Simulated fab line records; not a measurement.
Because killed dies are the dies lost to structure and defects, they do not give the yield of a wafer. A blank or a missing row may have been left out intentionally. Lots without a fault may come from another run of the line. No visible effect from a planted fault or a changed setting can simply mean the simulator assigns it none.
Which tool is to blame? :: flow berkeleyCmos170 :: 14 lots, 42 wafers sampled, at 3 steps of a route of 331

WHAT EACH GAUGE READ, for each wafer
UCB170_V1_CD_MEAS_90 targets a cd of 700 nm. Usual: cdNm reads 700.2 nm (standard deviation 1.6).
lot: L933
measured: day 7 08:13
on: cdSem-01
cdNm (nm): 700.3 699.2 701.3
flag: 

lot: L934
measured: day 8 16:51
on: cdSem-02
cdNm (nm): 701.0 702.8 701.0
flag: 

lot: L935
measured: day 7 22:55
on: cdSem-02
cdNm (nm): 700.6 700.6 700.7
flag: 

lot: L936
measured: day 7 22:42
on: cdSem-02
cdNm (nm): 701.6 700.3 700.2
flag: 

lot: L937
measured: day 8 04:21
on: cdSem-01
cdNm (nm): 697.9 698.3 699.6
flag: 

lot: L938
measured: day 8 08:14
on: cdSem-02
cdNm (nm): 699.0 702.6 701.9
flag: 

lot: L939
measured: day 8 08:45
on: cdSem-02
cdNm (nm): 701.7 701.1 702.3
flag: 

lot: L940
measured: day 8 09:13
on: cdSem-02
cdNm (nm): 700.4 702.4 700.8
flag: 

lot: L942
measured: day 9 03:14
on: cdSem-02
cdNm (nm): 702.4 699.9 701.7
flag: 

lot: L941
measured: day 9 03:19
on: cdSem-01
cdNm (nm): 697.7 697.5 697.8
flag: 

lot: L944
measured: day 9 10:55
on: cdSem-02
cdNm (nm): 699.3 698.9 698.0
flag: 

lot: L951
measured: day 11 04:53
on: cdSem-02
cdNm (nm): 697.7 699.8 700.3
flag: 

lot: L952
measured: day 11 04:19
on: cdSem-01
cdNm (nm): 699.4 698.9 699.8
flag: 

lot: L955
measured: day 11 11:08
on: cdSem-02
cdNm (nm): 700.3 701.8 701.1
flag: 

WHICH TOOL RAN EACH LOT (tool, then ch and the chambers of the sampled wafers, then the start)
lot: L933
UCB170_ZERO_STRIP_07: plasmaAsher-03 ch 0,1, day 1 22:55
UCB170_V1_ETCH_14: rieDiel-01 ch 1,2,3, day 7 07:54

lot: L934
UCB170_ZERO_STRIP_07: plasmaAsher-01 ch 0,1, day 2 02:22
UCB170_V1_ETCH_14: rieDiel-04 ch 1,2,3, day 8 16:33

lot: L935
UCB170_ZERO_STRIP_07: plasmaAsher-01 ch 1, day 2 05:58
UCB170_V1_ETCH_14: rieDiel-04 ch 0,1,2, day 7 22:38

lot: L936
UCB170_ZERO_STRIP_07: plasmaAsher-03 ch 0,1, day 2 11:05
UCB170_V1_ETCH_14: rieDiel-01 ch 0,2,3, day 7 22:25

lot: L937
UCB170_ZERO_STRIP_07: plasmaAsher-02 ch 0,1, day 2 14:52
UCB170_V1_ETCH_14: rieDiel-01 ch 1,2, day 8 04:03

lot: L938
UCB170_ZERO_STRIP_07: plasmaAsher-01 ch 0,1, day 2 23:04
UCB170_V1_ETCH_14: rieDiel-02 ch 0,2, day 8 07:49

lot: L939
UCB170_ZERO_STRIP_07: plasmaAsher-01 ch 0,1, day 3 06:10
UCB170_V1_ETCH_14: rieDiel-04 ch 0,1,3, day 8 08:08

lot: L940
UCB170_ZERO_STRIP_07: plasmaAsher-01 ch 0,1, day 3 11:54
UCB170_V1_ETCH_14: rieDiel-02 ch 1,2,3, day 8 08:37

lot: L942
UCB170_ZERO_STRIP_07: plasmaAsher-01 ch 0,1, day 3 15:42
UCB170_V1_ETCH_14: rieDiel-02 ch 1,2,3, day 9 02:53

lot: L941
UCB170_ZERO_STRIP_07: plasmaAsher-03 ch 0,1, day 3 15:56
UCB170_V1_ETCH_14: rieDiel-01 ch 0,1, day 9 03:02

lot: L944
UCB170_ZERO_STRIP_07: plasmaAsher-01 ch 0,1, day 4 06:31
UCB170_V1_ETCH_14: rieDiel-04 ch 1,2,3, day 9 10:38

lot: L951
UCB170_ZERO_STRIP_07: plasmaAsher-03 ch 0,1, day 5 12:58
UCB170_V1_ETCH_14: rieDiel-01 ch 1,2, day 11 04:35

lot: L952
UCB170_ZERO_STRIP_07: plasmaAsher-02 ch 0,1, day 5 17:26
UCB170_V1_ETCH_14: rieDiel-04 ch 1,2,3, day 11 04:02

lot: L955
UCB170_ZERO_STRIP_07: plasmaAsher-03 ch 0,1, day 6 07:08
UCB170_V1_ETCH_14: rieDiel-04 ch 0,1,2, day 11 10:51
- UCB170_ZERO_STRIP_07: strips in O2.
- UCB170_V1_ETCH_14: etches SiO2 in CHF3/CF4/Ar, stops on Al, target depth 1250 nm, time 301.1 s.

AS READ BY THE TOOLS THEMSELVES (means over the sampled wafers that have a number; for cases with no such wafer, the mark the record gives instead)
UCB170_ZERO_STRIP_07. Usual: drypumpMotorCurrentA 5.53 A, standard deviation 0.3; oesProductAu 0.727 a.u., standard deviation 0.0046; stripTimeToEndpointS 21.48 s, standard deviation 0.058.
lot: L933
tool: plasmaAsher-03
drypumpMotorCurrentA (A): 5.72
oesProductAu (a.u.): 0.722
stripTimeToEndpointS (s): 21.49
flag: 

lot: L934
tool: plasmaAsher-01
drypumpMotorCurrentA (A): 5.40
oesProductAu (a.u.): 0.725
stripTimeToEndpointS (s): 21.57
flag: 

lot: L935
tool: plasmaAsher-01
drypumpMotorCurrentA (A): 5.57
oesProductAu (a.u.): 0.727
stripTimeToEndpointS (s): 21.46
flag: 

lot: L936
tool: plasmaAsher-03
drypumpMotorCurrentA (A): 5.64
oesProductAu (a.u.): 0.728
stripTimeToEndpointS (s): 21.41
flag: 

lot: L937
tool: plasmaAsher-02
drypumpMotorCurrentA (A): 5.82
oesProductAu (a.u.): 0.721
stripTimeToEndpointS (s): 21.45
flag: 

lot: L938
tool: plasmaAsher-01
drypumpMotorCurrentA (A): 5.39
oesProductAu (a.u.): 0.727
stripTimeToEndpointS (s): 21.48
flag: 

lot: L939
tool: plasmaAsher-01
drypumpMotorCurrentA (A): 5.39
oesProductAu (a.u.): 0.727
stripTimeToEndpointS (s): 21.49
flag: 

lot: L940
tool: plasmaAsher-01
drypumpMotorCurrentA (A): 5.39
oesProductAu (a.u.): 0.733
stripTimeToEndpointS (s): 21.36
flag: 

lot: L942
tool: plasmaAsher-01
drypumpMotorCurrentA (A): 5.39
oesProductAu (a.u.): 0.725
stripTimeToEndpointS (s): 21.52
flag: 

lot: L941
tool: plasmaAsher-03
drypumpMotorCurrentA (A): 5.64
oesProductAu (a.u.): 0.729
stripTimeToEndpointS (s): 21.52
flag: 

lot: L944
tool: plasmaAsher-01
drypumpMotorCurrentA (A): 5.21
oesProductAu (a.u.): 0.726
stripTimeToEndpointS (s): 21.49
flag: 

lot: L951
tool: plasmaAsher-03
drypumpMotorCurrentA (A): 5.65
oesProductAu (a.u.): 0.731
stripTimeToEndpointS (s): 21.50
flag: 

lot: L952
tool: plasmaAsher-02
drypumpMotorCurrentA (A): 5.81
oesProductAu (a.u.): 0.732
stripTimeToEndpointS (s): 21.49
flag: 

lot: L955
tool: plasmaAsher-03
drypumpMotorCurrentA (A): 5.64
oesProductAu (a.u.): 0.731
stripTimeToEndpointS (s): 21.40
flag: 

UCB170_V1_ETCH_14. Usual: CHF3_flow_sccm 44.99 sccm, standard deviation 0.14; drypumpMotorCurrentA 5.9 A, standard deviation 0.5; oesProductAu 0.870 a.u., standard deviation 0.015; throttleValvePct 6.92 %, standard deviation 0.089.
lot: L933
tool: rieDiel-01
CHF3_flow_sccm (sccm): 44.91
drypumpMotorCurrentA (A): 6.0
oesProductAu (a.u.): 0.868
throttleValvePct (%): 6.93
flag: 

lot: L934
tool: rieDiel-04
CHF3_flow_sccm (sccm): 45.10
drypumpMotorCurrentA (A): 5.7
oesProductAu (a.u.): 0.875
throttleValvePct (%): 6.88
flag: 

lot: L935
tool: rieDiel-04
CHF3_flow_sccm (sccm): 44.97
drypumpMotorCurrentA (A): 5.9
oesProductAu (a.u.): 0.870
throttleValvePct (%): 6.87
flag: 

lot: L936
tool: rieDiel-01
CHF3_flow_sccm (sccm): 45.03
drypumpMotorCurrentA (A): 6.3
oesProductAu (a.u.): 0.865
throttleValvePct (%): 6.89
flag: 

lot: L937
tool: rieDiel-01
CHF3_flow_sccm (sccm): 44.99
drypumpMotorCurrentA (A): 6.0
oesProductAu (a.u.): 0.868
throttleValvePct (%): 6.93
flag: 

lot: L938
tool: rieDiel-02
CHF3_flow_sccm (sccm): 45.03
drypumpMotorCurrentA (A): 5.9
oesProductAu (a.u.): 0.862
throttleValvePct (%): 7.02
flag: 

lot: L939
tool: rieDiel-04
CHF3_flow_sccm (sccm): 45.12
drypumpMotorCurrentA (A): 5.9
oesProductAu (a.u.): 0.883
throttleValvePct (%): 6.91
flag: 

lot: L940
tool: rieDiel-02
CHF3_flow_sccm (sccm): 44.95
drypumpMotorCurrentA (A): 6.1
oesProductAu (a.u.): 0.873
throttleValvePct (%): 6.96
flag: 

lot: L942
tool: rieDiel-02
CHF3_flow_sccm (sccm): 45.00
drypumpMotorCurrentA (A): 6.1
oesProductAu (a.u.): 0.875
throttleValvePct (%): 6.97
flag: 

lot: L941
tool: rieDiel-01
CHF3_flow_sccm (sccm): 44.81
drypumpMotorCurrentA (A): 6.1
oesProductAu (a.u.): 0.856
throttleValvePct (%): 6.81
flag: 

lot: L944
tool: rieDiel-04
CHF3_flow_sccm (sccm): 45.02
drypumpMotorCurrentA (A): 5.7
oesProductAu (a.u.): 0.874
throttleValvePct (%): 6.87
flag: 

lot: L951
tool: rieDiel-01
CHF3_flow_sccm (sccm): 45.03
drypumpMotorCurrentA (A): 6.0
oesProductAu (a.u.): 0.869
throttleValvePct (%): 6.93
flag: 

lot: L952
tool: rieDiel-04
CHF3_flow_sccm (sccm): 45.03
drypumpMotorCurrentA (A): 5.7
oesProductAu (a.u.): 0.877
throttleValvePct (%): 6.87
flag: 

lot: L955
tool: rieDiel-04
CHF3_flow_sccm (sccm): 44.97
drypumpMotorCurrentA (A): 5.9
oesProductAu (a.u.): 0.864
throttleValvePct (%): 6.88
flag: 

THE ANSWER, worked out from the rows above alone
Rule: lot off if the mean of its wafers having a number is beyond 3 standard deviations from the usual mean. Also off: a lot with no number at a reading for which 4 or more lots have one. Any other lot the step has rows for is counted as sound. After the gauges, taken in route order, come the tools' own readings; for these a lot's mean is taken, as printed above. The first step at which some lot is off is used, and at that step the reading that is off furthest; a lot without a number counts as furthest.
No lot is off at any reading shown: from this, nothing can be told.

WHAT THE SIMULATOR PUT IN
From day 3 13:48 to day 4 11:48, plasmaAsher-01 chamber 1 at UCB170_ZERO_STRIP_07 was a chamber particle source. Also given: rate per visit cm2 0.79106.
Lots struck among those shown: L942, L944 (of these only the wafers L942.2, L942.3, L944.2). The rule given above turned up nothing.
